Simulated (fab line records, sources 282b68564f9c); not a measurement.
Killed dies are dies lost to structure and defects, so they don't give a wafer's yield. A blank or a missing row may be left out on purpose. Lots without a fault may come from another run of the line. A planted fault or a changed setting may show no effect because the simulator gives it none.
A struck lot beside a sound one | flow rit_cmos | 43 steps out of a route of 202
Sound: wafers L725.2, L725.5, L725.6. Struck: wafer L739.3. (L739.2, L739.4 of the same lot were not struck and are left out.) The cause comes at the end.
At each step with rows: each side's tool, then ch and its chambers, then its first start. Under that, the readings that differ: sound wafers | struck wafers | difference of the means | sigmas: that difference in standard deviations of wafers without a fault.
alike: readings whose means differ by less than 2 such deviations, and words and numbers that are the same on both sides. not compared: withheld readings, readings that some wafer has no value for, bounds like >300 that may hide the same value, and numbers for which the record gives no deviation and whose values overlap.
The two part at a step that has a row with sigmas, a row that says differs or no value, or rows on one side only. Numbers that don't overlap but have no deviation are shown without sigmas and don't part them. A reading that every wafer of one side lacks parts them only if that side has two wafers or more.

first, 1 step without rows for these wafers: RIT_SPACER_CVD_03 (deposits Si3N4 from SiH2Cl2/NH3, target thk 250 nm, time 3300 s).
RIT_SPACER_THK_MEAS_04:
  sound on film_metro-03, day 3 04:17; struck on film_metro-03, day 6 01:19
  alike: SPACER_NITRIDE_THK
RIT_SPACER_ETCHBACK_05: etches Si3N4 in SF6/CHF3, stops on SiO2, target depth 250 nm, time 240 s.
  sound on rie_diel-03 ch 0,3, day 3 04:20; struck on rie_diel-01 ch 3, day 6 01:22
  reading                     | sound       | struck | difference | sigmas
  drypump_motor_current_A (A) | 6.0 5.7 6.0 | 4.9    | -1.0       | -2
  alike: CHF3_flow_sccm, oes_product_au, throttle_valve_pct
  not compared: rf_hours_counter_h
then, 6 steps without rows for these wafers: RIT_NSD_HMDS_00 (prime time 60 s); RIT_NSD_COAT_01 (resist thk 1000 nm); RIT_NSD_SOFTBAKE_02 (time 60 s); RIT_NSD_EXPOSE_03 (exposes mask M9, target cd 40700 nm); RIT_NSD_PEB_04; RIT_NSD_DEVELOP_05 (develop time 50 s).
RIT_NSD_OVL_MEAS_06:
  sound on overlay-02, day 3 05:28; struck on overlay-01, day 6 02:26
  alike: NSD_OVL
then, 2 steps without rows for these wafers: RIT_NSD_HARDBAKE_07 (time 60 s); RIT_NSD_IMPLANT_08.
RIT_NSD_STRIP_09: strips in O2, time 180 s.
  sound on plasma_asher-02 ch 0,1, day 3 05:48; struck on plasma_asher-04 ch 1, day 6 02:46
  alike: drypump_motor_current_A, o2_flow_sccm
  not compared: rf_hours_counter_h
RIT_NSD_TW_MEAS_10:
  sound on film_metro-04, day 3 05:59; struck on film_metro-03, day 6 02:57
  alike: NSD_TW
then, 6 steps without rows for these wafers: RIT_PSD_HMDS_00 (prime time 60 s); RIT_PSD_COAT_01 (resist thk 1000 nm); RIT_PSD_SOFTBAKE_02 (time 60 s); RIT_PSD_EXPOSE_03 (exposes mask M10, target cd 40900 nm); RIT_PSD_PEB_04; RIT_PSD_DEVELOP_05 (develop time 50 s).
RIT_PSD_OVL_MEAS_06:
  sound on overlay-02, day 3 07:04; struck on overlay-01, day 6 03:55
  alike: PSD_OVL
then, 3 steps without rows for these wafers: RIT_PSD_HARDBAKE_07 (time 60 s); RIT_PSD_IMPLANT_08; RIT_PSD_STRIP_09 (strips in O2, time 180 s).
RIT_PSD_TW_MEAS_10:
  sound on film_metro-04, day 3 07:34; struck on film_metro-03, day 6 04:25
  alike: PSD_TW
then, 4 steps without rows for these wafers: RIT_SDANNEAL_CLEAN_00 (cleans in SC1, time 600 s); RIT_SDANNEAL_CLEAN_01 (cleans in dHF, time 29.45 s); RIT_SDANNEAL_CLEAN_02 (cleans in SC2, time 600 s); RIT_SDANNEAL_RTA_03 (time 5 s).
RIT_SDANNEAL_RS_MEAS_04: measures by four-point-probe.
  sound on film_metro-03, day 3 08:06; struck on film_metro-02, day 6 04:59
  alike: PSD_RS
RIT_SDANNEAL_RS_MEAS_05: measures by four-point-probe.
  sound on film_metro-03, day 3 08:13; struck on film_metro-02, day 6 05:07
  reading         | sound          | struck | difference | sigmas
  NSD_RS (ohm/sq) | 84.7 84.8 85.1 | 84.2   | -0.7       | -2
RIT_SDANNEAL_RS_MEAS_06: measures by four-point-probe.
  sound on film_metro-03, day 3 08:20; struck on film_metro-02, day 6 05:14
  alike: PLDD_RS
RIT_SDANNEAL_RS_MEAS_07: measures by four-point-probe.
  sound on film_metro-03, day 3 08:28; struck on film_metro-02, day 6 05:21
  alike: NLDD_RS
then, 1 step without rows for these wafers: RIT_SILICIDE_WET_ETCH_00 (etches SiO2 in BOE, target depth 14 nm, time 15 s).
RIT_SILICIDE_SPUTTER_01: material Ti, target thk 30 nm, time 240 s.
  sound on pvd_sputter-03, day 3 08:34; struck on pvd_sputter-03, day 6 05:28
  reading                | sound          | struck | difference | sigmas
  throttle_valve_pct (%) | 30.8 30.7 30.1 | 28.7   | -1.8       | -2
RIT_SILICIDE_RS_MEAS_02: measures by four-point-probe.
  sound on film_metro-01, day 3 08:44; struck on film_metro-03, day 6 05:38
  alike: SILICIDE_TI_RS
RIT_SILICIDE_THK_MEAS_03: measures by xrf.
  sound on film_metro-01, day 3 08:51; struck on film_metro-03, day 6 05:44
  reading              | sound          | struck | difference | sigmas
  SILICIDE_TI_THK (nm) | 30.5 30.6 30.3 | 29.4   | -1.1       | -2
RIT_SILICIDE_RTA_04: time 10 s, ramp up 5 s, ramp down 5 s.
  sound on rtp_anneal-01 ch 0, day 3 08:55; struck on rtp_anneal-01 ch 0, day 6 05:48
  alike: wafer_temp_C_max
then, 1 step without rows for these wafers: RIT_SILICIDE_WET_ETCH_05 (etches Ti in SPM, time 120 s).
RIT_SILICIDE_RTA_06: time 10 s, ramp up 5 s, ramp down 10 s.
  sound on rtp_anneal-02 ch 0, day 3 09:05; struck on rtp_anneal-02 ch 0, day 6 05:55
  alike: wafer_temp_C_max
RIT_CONTACT_CVD_00: deposits SiO2 from TEOS, target thk 400 nm, time 61 s.
  sound on pecvd-02 ch 0,2, day 3 09:08; struck on pecvd-01 ch 2, day 6 05:58
  alike: heater_power_w
RIT_CONTACT_THK_MEAS_01:
  sound on film_metro-01, day 3 09:14; struck on film_metro-02, day 6 06:02
  alike: CONTACT_TEOS_THK
RIT_M1_PROBE_99:
  sound on prober-02, day 3 15:37; struck on prober-01, day 6 12:55
  reading             | sound | struck | difference | sigmas
  killed_at_front_end | 6 4 7 | 29     | +23        | +8
  killed_dies         | 6 4 7 | 29     | +23        | +8
  killed_on_rim       | 2 0 1 | 10     | +9         | +6
  alike: killed_open, killed_short

WHERE THEY PART
First at RIT_SPACER_ETCHBACK_05; last, within this record, at RIT_M1_PROBE_99.

WHY: what the simulator had put in
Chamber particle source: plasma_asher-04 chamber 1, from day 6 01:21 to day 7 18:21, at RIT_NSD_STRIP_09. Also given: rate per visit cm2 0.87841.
